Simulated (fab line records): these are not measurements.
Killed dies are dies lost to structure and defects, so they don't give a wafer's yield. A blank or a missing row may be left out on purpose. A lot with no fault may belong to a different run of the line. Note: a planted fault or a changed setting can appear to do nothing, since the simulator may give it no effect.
Which tool is to blame? + flow berkeleyCmos170 + 14 lots with 42 wafers sampled at 4 steps, on a route of 331 steps

== WHAT THE GAUGES READ, wafer by wafer ==
UCB170_SILICIDE_RS_MEAS_02: uses a four-point probe to measure. Usual: for SILICIDE_TI_RS the level is 26.1 ohm/sq and the standard deviation is 0.47.
| lot  | measured     | on           | SILICIDE_TI_RS (ohm/sq) | flag |
|------|--------------|--------------|-------------------------|------|
| L407 | day 7 10:22  | filmMetro-01 | 26.5 26.9 26.0          |      |
| L408 | day 8 15:27  | filmMetro-01 | 25.8 25.7 26.4          |      |
| L409 | day 9 09:22  | filmMetro-03 | 26.2 25.8 25.1          |      |
| L410 | day 9 09:31  | filmMetro-04 | 26.9 27.0 27.2          |      |
| L411 | day 9 09:51  | filmMetro-04 | 26.0 26.6 26.9          |      |
| L413 | day 9 13:32  | filmMetro-01 | 26.3 26.0 26.6          |      |
| L414 | day 9 13:32  | filmMetro-04 | 26.2 25.9 25.1          |      |
| L416 | day 9 22:08  | filmMetro-01 | 26.5 26.8 26.6          |      |
| L419 | day 10 05:50 | filmMetro-04 | 25.3 26.1 25.9          |      |
| L424 | day 11 12:17 | filmMetro-03 | 25.3 26.0 26.1          |      |
| L428 | day 12 03:11 | filmMetro-01 | 26.8 26.4 26.3          |      |
| L426 | day 12 07:20 | filmMetro-01 | 26.0 26.1 26.1          |      |
| L430 | day 12 22:50 | filmMetro-01 | 26.5 26.4 26.4          |      |
| L429 | day 14 04:29 | filmMetro-04 | 26.0 26.3 26.2          |      |

UCB170_CONTACT_CD_MEAS_15: target cd 700 nm. Usual: cdNm reads 700.0 nm (standard deviation 1.4).
| lot  | measured     | on       | cdNm (nm)         | flag |
|------|--------------|----------|-------------------|------|
| L407 | day 7 15:54  | cdSem-02 | 702.1 701.0 702.5 |      |
| L408 | day 8 21:34  | cdSem-01 | 698.7 699.0 699.3 |      |
| L409 | day 9 13:58  | cdSem-02 | 700.1 700.6 699.1 |      |
| L410 | day 9 14:26  | cdSem-02 | 698.7 698.9 698.0 |      |
| L411 | day 9 14:41  | cdSem-01 | 700.6 700.2 700.3 |      |
| L413 | day 9 17:52  | cdSem-02 | 700.8 701.0 700.3 |      |
| L414 | day 9 17:54  | cdSem-01 | 700.5 700.1 700.6 |      |
| L416 | day 10 02:24 | cdSem-02 | 701.2 702.2 702.2 |      |
| L419 | day 10 12:35 | cdSem-02 | 702.1 702.8 701.5 |      |
| L424 | day 11 19:11 | cdSem-02 | 698.0 698.5 698.4 |      |
| L428 | day 12 08:10 | cdSem-02 | 702.2 702.9 703.4 |      |
| L426 | day 12 13:39 | cdSem-01 | 700.1 699.6 698.9 |      |
| L430 | day 13 02:57 | cdSem-01 | 697.9 696.8 697.4 |      |
| L429 | day 14 11:13 | cdSem-02 | 699.0 699.5 699.9 |      |

UCB170_V1_BOW_MEAS_03. Usual: for V1_BOW the level is 18 um and the standard deviation is 7.3.
| lot  | measured     | on           | V1_BOW (um) | flag |
|------|--------------|--------------|-------------|------|
| L407 | day 7 23:28  | filmMetro-04 | 25 16 22    |      |
| L408 | day 9 02:14  | filmMetro-02 | 18 24 36    |      |
| L409 | day 9 18:17  | filmMetro-02 | 31 32 25    |      |
| L410 | day 9 19:38  | filmMetro-02 | 22 12 14    |      |
| L411 | day 9 19:56  | filmMetro-01 | 19 9 21     |      |
| L413 | day 9 22:25  | filmMetro-02 | 13 25 21    |      |
| L414 | day 9 23:44  | filmMetro-04 | 18 28 25    |      |
| L416 | day 10 07:28 | filmMetro-02 | 15 12 19    |      |
| L419 | day 10 18:20 | filmMetro-01 | 13 10 18    |      |
| L424 | day 12 00:34 | filmMetro-02 | 24 23 23    |      |
| L428 | day 12 13:01 | filmMetro-01 | 6 16 22     |      |
| L426 | day 12 17:59 | filmMetro-02 | 24 16 21    |      |
| L430 | day 13 07:17 | filmMetro-01 | 20 9 21     |      |
| L429 | day 14 16:26 | filmMetro-02 | 7 17 19     |      |

== EACH LOT AND THE TOOL THAT RAN IT (in order: tool; ch and the chambers of the sampled wafers; start) ==
| lot  | UCB170_M1_ETCH_11                 |
|------|-----------------------------------|
| L407 | rieDiel-03 ch 0,1,3, day 7 21:13  |
| L408 | rieDiel-01 ch 0,1,2, day 9 00:00  |
| L409 | rieDiel-03 ch 1,2, day 9 16:02    |
| L410 | rieDiel-03 ch 0,3, day 9 16:46    |
| L411 | rieDiel-04 ch 0,1,2, day 9 16:58  |
| L413 | rieDiel-01 ch 0,1, day 9 20:08    |
| L414 | rieDiel-04 ch 1,3, day 9 20:16    |
| L416 | rieDiel-01 ch 1,3, day 10 05:14   |
| L419 | rieDiel-01 ch 0,3, day 10 16:00   |
| L424 | rieDiel-03 ch 0,1,2, day 11 21:44 |
| L428 | rieDiel-03 ch 0,1,2, day 12 10:18 |
| L426 | rieDiel-04 ch 0,1,2, day 12 15:44 |
| L430 | rieDiel-03 ch 0,1,3, day 13 05:02 |
| L429 | rieDiel-01 ch 1,2,3, day 14 13:20 |
- UCB170_M1_ETCH_11: etches BARC in N2/H2.

== AS READ BY THE TOOLS THEMSELVES (means over the sampled wafers that have a number; for cases with no such wafer, the mark the record gives instead) ==
UCB170_M1_ETCH_11. Usual: biasW 99.99 W, standard deviation 0.28; drypumpMotorCurrentA 5.6 A, standard deviation 0.38; n2FlowSccm 99.97 sccm, standard deviation 0.28; oesProductAu 0.994 a.u., standard deviation 0.019; throttleValvePct 13.30 %, standard deviation 0.24.
| lot  | tool       | biasW (W) | drypumpMotorCurrentA (A) | n2FlowSccm (sccm) | oesProductAu (a.u.) | throttleValvePct (%) | flag |
|------|------------|-----------|--------------------------|-------------------|---------------------|----------------------|------|
| L407 | rieDiel-03 | 100.08    | 5.7                      | 99.97             | 0.997               | 13.37                |      |
| L408 | rieDiel-01 | 100.04    | 5.7                      | 100.14            | 1.010               | 13.33                |      |
| L409 | rieDiel-03 | 99.76     | 5.9                      | 100.16            | 0.999               | 13.63                |      |
| L410 | rieDiel-03 | 100.05    | 5.9                      | 100.03            | 0.994               | 13.20                |      |
| L411 | rieDiel-04 | 100.03    | 5.6                      | 99.79             | 0.997               | 13.08                |      |
| L413 | rieDiel-01 | 100.05    | 5.8                      | 100.00            | 1.015               | 13.32                |      |
| L414 | rieDiel-04 | 99.64     | 5.6                      | 100.11            | 0.998               | 13.44                |      |
| L416 | rieDiel-01 | 95.21     | 5.2                      | 99.92             | 0.954               | 13.27                | OFF  |
| L419 | rieDiel-01 | 95.56     | 5.7                      | 99.95             | 0.989               | 13.29                | OFF  |
| L424 | rieDiel-03 | 99.88     | 5.7                      | 99.99             | 0.990               | 13.49                |      |
| L428 | rieDiel-03 | 99.82     | 5.7                      | 99.88             | 0.992               | 13.49                |      |
| L426 | rieDiel-04 | 100.31    | 5.6                      | 99.82             | 0.989               | 13.08                |      |
| L430 | rieDiel-03 | 99.87     | 5.7                      | 99.88             | 0.997               | 13.38                |      |
| L429 | rieDiel-01 | 99.99     | 5.4                      | 100.12            | 0.977               | 13.29                |      |

== THE ANSWER, worked out from the rows above alone ==
Rule: a lot counts as off when the mean over its wafers that have a number is more than 3 standard deviations away from the usual mean. A lot without any number at a reading at which 4 lots or more have one is off too. Any other lot the step has rows for is counted as sound. First the gauges in route order, then the tools' own readings, where a lot's mean is used as printed above. At the first step where some lot is off, the reading lying furthest off is the one used; lots without a number count as furthest.
Off at UCB170_M1_ETCH_11 (biasW): L416, L419.
A tool fits if, at that step or a process step before it, it ran every lot that is off, and no sound lot after the first of them. Not one of the candidates tried fits.

== WHAT THE SIMULATOR HAD INSERTED ==
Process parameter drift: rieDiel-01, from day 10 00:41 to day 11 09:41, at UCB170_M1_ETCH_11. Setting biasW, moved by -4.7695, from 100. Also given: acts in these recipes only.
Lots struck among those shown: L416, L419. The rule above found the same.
